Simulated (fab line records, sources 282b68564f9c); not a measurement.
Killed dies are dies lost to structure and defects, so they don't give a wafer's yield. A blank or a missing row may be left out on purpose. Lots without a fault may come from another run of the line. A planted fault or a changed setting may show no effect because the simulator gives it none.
fab line records | flow rit_cmos
record lots=6 wafers=18 last_day=7
route steps=202 shown NSD@138 PSD@142 SDANNEAL@153 M1@202
lots that met no fault: from a run of the same line without faults
start_h: hours from the record's first day to the start of the lot's first wafer shown | wait_h: hours since the lot's step before | " the same as in the row above | L1.1+2: a row that stands for several wafers | - no value, or no start given | * or withheld: withheld | < > ~ a bound
route shown NAME@n: a module of which the file shows steps, and the number in the route of the first | usual: mean/standard deviation of fault-free wafers | same: alike in all rows | chamber/n: place in a boat | sites: the reading at each site | _std_site: their standard deviation | _edge_site: outer sites' mean less inner sites' | radius_mm: how far each site lies from the wafer's centre | mask NAME#n: copy n | behind: the tool/chamber that last shaped the wafer | hold: why the lot was held/for how many hours/how that ended | device: the transistor (n, p or np) that didn't switch | end of line: the same wafers' tests at the end of the route | a step without rows: its recipe alone | killed: dies lost to structure and defects at the first sort, not the wafer's yield | map: a wafer's dies, x killed, . not, _ none there
set.NAME: the setting as run; set.NAME@STEP: as run at that earlier step | model.NAME: the simulator's own value behind a step, which no gauge read
lots at some steps of the route; a table a step, a row a wafer
services: from which hour (start_h, from the record's first day; less than 0 if before it) a tool's chamber was out of use, for how many hours, and why
## steps
# step RIT_NSD_HARDBAKE_07
# recipe resist=NOVOLAK temp_c=140 time_s=60
# step RIT_NSD_IMPLANT_08
# recipe species=P energy_kev=25 dose_cm2=1e+15 tilt_deg=7
# step RIT_NSD_STRIP_09
# recipe chemistry=O2 time_s=180 resist=NOVOLAK platen_temp_c=withheld power_w=500 pressure_mtorr=4000 o2_flow_sccm=4000
# usual drypump_motor_current_A=5.5/0.43
# columns lot.wafer tool chamber start_h wait_h drypump_motor_current_A rf_hours_counter_h
L950.2 plasma_asher-01 1 47.18 0.1 5.1 40
L950.4 " 0 " " 4.7 -
L950.5 " 1 " " 5.2 -
L952.1 plasma_asher-04 1 59.07 0.1 5.8 27
L952.5 " 1 " " 5.7 -
L952.6 " 0 " " 5.3 -
L958.3 plasma_asher-03 0 88.10 0.1 5.9 -
L958.4 " 1 " " 5.9 -
L958.5 " 0 " " 5.9 -
L959.2 plasma_asher-03 1 93.40 0.1 5.8 43
L959.5 " 0 " " 5.9 -
L959.6 " 1 " " 5.8 -
L967.3 plasma_asher-04 0 133.97 0.1 5.3 -
L967.4 " 1 " " 5.8 -
L967.5 " 0 " " 5.3 -
L972.1 plasma_asher-04 1 158.22 0.1 5.7 37
L972.3 " 0 " " 5.3 -
L972.6 " 1 " " 5.8 -
# step RIT_NSD_TW_MEAS_10
# usual NSD_TW=3135/14
# columns lot.wafer tool chamber start_h wait_h NSD_TW
L950.2 film_metro-01 - 47.37 0.1 3143
L950.4 " - " " 3153
L950.5 " - " " 3137
L952.1 film_metro-01 - 59.24 0.1 3149
L952.5 " - " " 3137
L952.6 " - " " 3147
L958.3 film_metro-01 - 88.23 0.1 3126
L958.4 " - " " 3136
L958.5 " - " " 3125
L959.2 film_metro-04 - 93.58 0.1 3115
L959.5 " - " " 3109
L959.6 " - " " 3126
L967.3 film_metro-03 - 134.11 0.1 3152
L967.4 " - " " 3145
L967.5 " - " " 3142
L972.1 film_metro-03 - 158.39 0.1 3144
L972.3 " - " " 3139
L972.6 " - " " 3139
# step RIT_PSD_HMDS_00
# recipe prime_time_s=60 prime_temp_c=139.6
# step RIT_PSD_COAT_01
# recipe resist=NOVOLAK spin_rpm=3250 resist_thk_nm=1000
# step RIT_PSD_SOFTBAKE_02
# recipe resist=NOVOLAK temp_c=90 time_s=60
# step RIT_PSD_EXPOSE_03
# recipe mask_id=M10 na=0.57 target_cd_nm=40900 dose_mj=250
# step RIT_PSD_PEB_04
# recipe resist=NOVOLAK temp_c=withheld time_s=withheld
# step RIT_PSD_DEVELOP_05
# recipe resist=NOVOLAK develop_time_s=50 dev_temp_c=23
# step RIT_PSD_OVL_MEAS_06
# usual PSD_OVL=-1.3/1.3
# columns lot.wafer tool chamber start_h wait_h PSD_OVL[nm]
L950.2 overlay-02 - 48.40 - -2.9
L950.4 " - " " -3.4
L950.5 " - " " -2.2
L952.1 overlay-01 - 60.15 - -0.5
L952.5 " - " " 0.0
L952.6 " - " " -0.2
L958.3 overlay-01 - 89.26 - -1.1
L958.4 " - " " -0.5
L958.5 " - " " -1.5
L959.2 overlay-02 - 94.49 - -2.8
L959.5 " - " " -1.3
L959.6 " - " " -3.7
L967.3 overlay-02 - 135.01 - -3.0
L967.4 " - " " -2.6
L967.5 " - " " -4.1
L972.1 overlay-02 - 159.30 - -2.1
L972.3 " - " " -1.7
L972.6 " - " " -1.1
# step RIT_PSD_HARDBAKE_07
# recipe resist=NOVOLAK temp_c=140 time_s=60
# step RIT_PSD_IMPLANT_08
# recipe species=BF2 energy_kev=27 dose_cm2=5e+15 tilt_deg=7
# usual beam_energy_keV=27.003/0.0076 dose_ions_cm2=4.999e+15/4.9e+12
# columns lot.wafer tool chamber start_h wait_h beam_energy_keV dose_ions_cm2 model.implant.rp_nm model.implant.drp_nm
L950.2 implanter-02 0 48.60 0.1 26.997 5.004e+15 21.65 12.05
L950.4 " 0 " " 27.004 5.007e+15 21.65 12.05
L950.5 " 0 " " 27.001 5.003e+15 21.65 12.05
L952.1 implanter-03 0 60.34 0.1 27.007 4.997e+15 21.43 12.05
L952.5 " 0 " " 27.011 4.997e+15 21.43 12.05
L952.6 " 0 " " 27.007 4.994e+15 21.43 12.05
L958.3 implanter-02 0 89.48 0.1 25.996 5.003e+15 21.24 11.73
L958.4 " 0 " " 25.993 5e+15 21.24 11.73
L958.5 " 0 " " 26.005 5.001e+15 21.24 11.73
L959.2 implanter-02 0 94.69 0.1 26.013 4.994e+15 21.67 11.73
L959.5 " 0 " " 26.002 5.001e+15 21.67 11.73
L959.6 " 0 " " 26.012 4.997e+15 21.67 11.73
L967.3 implanter-01 0 135.23 0.1 26.997 4.99e+15 21.92 12.05
L967.4 " 0 " " 26.993 4.992e+15 21.92 12.05
L967.5 " 0 " " 27.003 5e+15 21.92 12.05
L972.1 implanter-02 0 159.49 0.1 27.015 4.992e+15 22.36 12.05
L972.3 " 0 " " 26.997 5e+15 22.36 12.05
L972.6 " 0 " " 26.999 4.995e+15 22.36 12.05
# step RIT_PSD_STRIP_09
# recipe chemistry=O2 time_s=180 resist=NOVOLAK platen_temp_c=withheld power_w=500 pressure_mtorr=4000 o2_flow_sccm=4000
# usual drypump_motor_current_A=5.78/0.21
# columns lot.wafer tool chamber start_h wait_h drypump_motor_current_A rf_hours_counter_h
L950.2 plasma_asher-02 0 48.73 0.1 5.91 42
L950.4 " 1 " " 5.83 -
L950.5 " 0 " " 5.92 -
L952.1 plasma_asher-04 1 60.49 0.1 5.78 27
L952.5 " 0 " " 5.28 -
L952.6 " 1 " " 5.77 -
L958.3 plasma_asher-03 0 89.64 0.1 5.94 -
L958.4 " 1 " " 5.83 -
L958.5 " 1 " " 5.83 -
L959.2 plasma_asher-02 0 94.82 0.1 5.89 47
L959.5 " 0 " " 5.90 -
L959.6 " 1 " " 5.87 -
L967.3 plasma_asher-02 0 135.39 0.1 5.92 -
L967.4 " 1 " " 5.86 -
L967.5 " 1 " " 5.85 -
L972.1 plasma_asher-04 0 159.64 0.1 5.31 37
L972.3 " 0 " " 5.31 -
L972.6 " 1 " " 5.75 -
# step RIT_PSD_TW_MEAS_10
# usual PSD_TW=3439/19
# columns lot.wafer tool chamber start_h wait_h PSD_TW
L950.2 film_metro-04 - 48.91 0.1 3414
L950.4 " - " " 3420
L950.5 " - " " 3403
L952.1 film_metro-01 - 60.66 0.1 3438
L952.5 " - " " 3425
L952.6 " - " " 3431
L958.3 film_metro-01 - 89.78 0.1 3372
L958.4 " - " " 3406
L958.5 " - " " 3419
L959.2 film_metro-03 - 95.00 0.1 3438
L959.5 " - " " 3426
L959.6 " - " " 3416
L967.3 film_metro-03 - 135.53 0.1 3462
L967.4 " - " " 3454
L967.5 " - " " 3464
L972.1 film_metro-03 - 159.81 0.1 3474
L972.3 " - " " 3465
L972.6 " - " " 3456
# step RIT_SDANNEAL_CLEAN_00
# recipe chemistry=SC1 mix=3:3:50 time_s=600 temp_c=75
# step RIT_SDANNEAL_CLEAN_01
# recipe chemistry=dHF dilution=50:1 time_s=31.36
# step RIT_SDANNEAL_CLEAN_02
# recipe chemistry=SC2 mix=3:3:50 time_s=600 temp_c=75 dry=n2_spin
# step RIT_SDANNEAL_RTA_03
# recipe temp_c=1050 time_s=5 idle_temp_c=600 ramp_up_c_per_s=342 ramp_down_c_per_s=171 cool_to_c=600 ambient=N2
# usual anneal_temp_c_max=1053.6/0.82 wafer_temp_C_max=1053.4/1.1
# columns lot.wafer tool chamber start_h wait_h anneal_temp_c_max wafer_temp_C_max
L950.2 rtp_anneal-01 0 49.34 0.0 1052.4 1051.4
L950.4 " 0 " " 1052.8 1053.2
L950.5 " 0 " " 1052.9 1053.2
L952.1 rtp_anneal-01 0 61.11 0.0 1052.6 1052.9
L952.5 " 0 " " 1053.2 1052.7
L952.6 " 0 " " 1052.4 1055.3
L958.3 rtp_anneal-01 0 90.20 0.0 1054.7 1053.1
L958.4 " 0 " " 1052.8 1053.3
L958.5 " 0 " " 1053.7 1054.5
L959.2 rtp_anneal-02 0 95.43 0.0 1053.0 1052.2
L959.5 " 0 " " 1052.6 1056.0
L959.6 " 0 " " 1053.2 1052.8
L967.3 rtp_anneal-01 0 136.18 0.0 1053.2 1052.3
L967.4 " 0 " " 1053.3 1052.5
L967.5 " 0 " " 1053.3 1052.9
L972.1 rtp_anneal-02 0 160.59 0.0 1053.8 1052.7
L972.3 " 0 " " 1054.3 1053.6
L972.6 " 0 " " 1054.8 1052.3
# step RIT_SDANNEAL_RS_MEAS_04
# recipe thk_meas_gauge=four-point-probe
# usual PSD_RS=115.93/0.24
# columns lot.wafer tool chamber start_h wait_h PSD_RS[ohm/sq]
L950.2 film_metro-03 - 49.41 0.1 115.63
L950.4 " - " " 115.76
L950.5 " - " " 115.86
L952.1 film_metro-03 - 61.16 0.0 115.76
L952.5 " - " " 115.37
L952.6 " - " " 115.55
L958.3 film_metro-04 - 90.28 0.1 118.36
L958.4 " - " " 118.18
L958.5 " - " " 118.09
L959.2 film_metro-03 - 95.50 0.1 118.30
L959.5 " - " " 118.41
L959.6 " - " " 118.58
L967.3 film_metro-03 - 136.26 0.1 115.56
L967.4 " - " " 115.64
L967.5 " - " " 115.85
L972.1 film_metro-03 - 160.65 0.0 115.30
L972.3 " - " " 115.73
L972.6 " - " " 115.59
# step RIT_SDANNEAL_RS_MEAS_05
# recipe thk_meas_gauge=four-point-probe
# usual NSD_RS=84.51/0.3
# columns lot.wafer tool chamber start_h wait_h NSD_RS[ohm/sq]
L950.2 film_metro-03 - 49.53 0.1 84.22
L950.4 " - " " 84.12
L950.5 " - " " 84.45
L952.1 film_metro-03 - 61.28 0.1 84.36
L952.5 " - " " 84.55
L952.6 " - " " 84.50
L958.3 film_metro-04 - 90.40 0.1 84.87
L958.4 " - " " 84.43
L958.5 " - " " 84.69
L959.2 film_metro-03 - 95.62 0.1 84.27
L959.5 " - " " 84.51
L959.6 " - " " 84.42
L967.3 film_metro-03 - 136.38 0.1 84.23
L967.4 " - " " 84.60
L967.5 " - " " 84.51
L972.1 film_metro-03 - 160.77 0.1 84.13
L972.3 " - " " 84.10
L972.6 " - " " 84.22
# step RIT_M1_PROBE_99
# usual killed_at_contacts=0.0/0.18 killed_at_front_end=6/3.1 killed_dies=6/3.1 killed_on_rim=1.7/1.5 killed_open=3.4/1.9 killed_short=3.1/2
# same gross_dies=264 killed_at_M0_to_M3=0 killed_at_M4_up=0 killed_at_back_side=0 killed_at_other=0
# columns lot.wafer tool chamber start_h wait_h killed_at_contacts killed_at_front_end killed_dies killed_on_rim killed_open killed_short
L950.2 prober-02 - 57.00 0.1 0 15 15 2 5 10
L950.4 prober-02 - 57.10 0.2 0 6 6 0 4 2
L950.5 prober-02 - 57.15 0.2 1 11 12 2 8 4
L952.1 prober-02 - 70.15 0.1 0 3 3 1 1 2
L952.5 prober-02 - 70.35 0.2 0 3 3 1 1 2
L952.6 prober-02 - 70.40 0.2 0 4 4 1 3 1
L958.3 prober-01 - 98.64 0.2 0 9 9 4 3 6
L958.4 prober-01 - 98.69 0.2 0 4 4 2 4 0
L958.5 prober-01 - 98.74 0.2 0 6 6 0 1 5
L959.2 prober-02 - 103.72 0.1 0 5 5 1 4 1
L959.5 prober-02 - 103.87 0.2 0 8 8 3 6 2
L959.6 prober-02 - 103.92 0.2 0 9 9 3 5 4
L967.3 prober-02 - 143.73 0.2 1 3 4 2 3 1
L967.4 prober-02 - 143.78 0.2 0 4 4 0 2 2
L967.5 prober-02 - 143.83 0.2 0 3 3 0 1 2
L972.1 prober-01 - 168.49 0.1 0 7 7 2 4 3
L972.3 prober-01 - 168.59 0.2 0 7 7 4 3 4
L972.6 prober-01 - 168.74 0.2 0 7 7 2 3 4
# killed by level:class
L950.2 GATE:geometric_particle:short=5 FOX1:geometric_particle:short=2 GATE:geometric_particle:open=2 REOX:geometric_particle:short=2 REOX:geometric_particle:open=2 FOX2:geometric_particle:short=1 SILICIDE:geometric_particle:open=1
L950.4 GATE:geometric_particle:open=2 FOX1:geometric_particle:open=1 FOX1:geometric_particle:short=1 GATE:geometric_particle:short=1 SILICIDE:geometric_particle:open=1
L950.5 GATE:geometric_particle:open=5 GATE:geometric_particle:short=3 FOX1:geometric_particle:open=2 REOX:geometric_particle:short=1 CONTACT:geometric_particle:open=1
L952.1 FOX2:geometric_particle:short=1 GATE:geometric_particle:open=1 SILICIDE:geometric_particle:short=1
L952.5 FOX2:geometric_particle:short=1 GATE:geometric_particle:open=1 SPACER:geometric_particle:short=1
L952.6 SPACER:geometric_particle:open=2 GATE:geometric_particle:open=1 SPACER:geometric_particle:short=1
L958.3 GATE:geometric_particle:open=3 SILICIDE:geometric_particle:short=3 GATE:geometric_particle:short=2 REOX:geometric_particle:short=1
L958.4 GATE:geometric_particle:open=2 FOX2:geometric_particle:open=1 SPACER:geometric_particle:open=1
L958.5 GATE:geometric_particle:short=4 FOX2:geometric_particle:open=1 SPACER:geometric_particle:short=1
L959.2 FOX1:geometric_particle:open=2 GATE:geometric_particle:short=1 GATE:geometric_particle:open=1 REOX:geometric_particle:open=1
L959.5 GATE:geometric_particle:open=3 FOX1:geometric_particle:open=1 REOX:geometric_particle:short=1 REOX:geometric_particle:open=1 SPACER:geometric_particle:open=1 SPACER:geometric_particle:short=1
L959.6 FOX1:geometric_particle:open=3 SPACER:geometric_particle:short=2 ACTIVE:geometric_particle:short=1 FOX1:geometric_particle:short=1 GATE:geometric_particle:open=1 SPACER:geometric_particle:open=1
L967.3 GATE:geometric_particle:open=2 FOX2:geometric_particle:short=1 CONTACT:geometric_particle:open=1
L967.4 GATE:geometric_particle:open=1 REOX:geometric_particle:short=1 SPACER:geometric_particle:short=1 SPACER:geometric_particle:open=1
L967.5 FOX1:geometric_particle:short=1 FOX2:geometric_particle:open=1 SILICIDE:geometric_particle:short=1
L972.1 GATE:geometric_particle:short=2 FOX1:geometric_particle:open=1 GATE:geometric_particle:open=1 SPACER:geometric_particle:open=1 SILICIDE:geometric_particle:short=1 SILICIDE:geometric_particle:open=1
L972.3 GATE:geometric_particle:short=4 GATE:geometric_particle:open=3
L972.6 SILICIDE:geometric_particle:short=2 FOX1:geometric_particle:open=1 GATE:geometric_particle:short=1 GATE:geometric_particle:open=1 SPACER:geometric_particle:short=1 SILICIDE:geometric_particle:open=1
## services
# columns tool chamber start_h hours kind
implanter-01 - 24.38 2.4 repair
implanter-02 - 26.92 4.4 repair
implanter-02 - 44.78 2.9 repair
implanter-01 - 45.25 0.9 repair
implanter-03 - 73.07 11.8 pm
implanter-02 - 73.58 2.8 pm
plasma_asher-02 - 108.75 9.0 pm
plasma_asher-02 0 108.75 9.0 vent_cycle
plasma_asher-02 1 108.75 9.0 vent_cycle
plasma_asher-02 0 117.75 - clean
plasma_asher-02 1 117.75 - clean
implanter-02 - 127.50 3.1 repair
rtp_anneal-01 - 130.25 1.1 pm
implanter-02 - 130.94 1.5 repair
implanter-03 - 148.18 2.4 repair
rtp_anneal-01 - 152.92 5.1 pm
## key
first_sign step=RIT_PSD_IMPLANT_08 reading=beam_energy_keV direction=down sigmas=99+ usual=27.003 struck=26.003
effect step=RIT_SDANNEAL_RS_MEAS_04 reading=PSD_RS direction=up sigmas=9.9 usual=115.93 struck=118.32
model_effect step=RIT_PSD_IMPLANT_08 value=implant.rp_nm without=22.12 struck=21.46
met_at RIT_PSD_IMPLANT_08
struck_wafers L958.3,L958.4,L958.5,L959.2,L959.5,L959.6
tester_left_out L958,L959
onset_between 48.60 89.48
fault kind=process_parameter_drift tool=implanter-02 chamber=- onset_h=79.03 steps=RIT_PSD_IMPLANT_08 channel=energy_kev offset=-1.0043 shape=step end_h=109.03 acts_in=these_recipes_only stated=27
# tester_left_out: of these lots the tester's yield and bins aren't shown, on N5 and GAA mostly nor the transistor test; their killed dies are dies lost to structure and defects alone, not to doping, threshold or leakage, so they don't give the yield
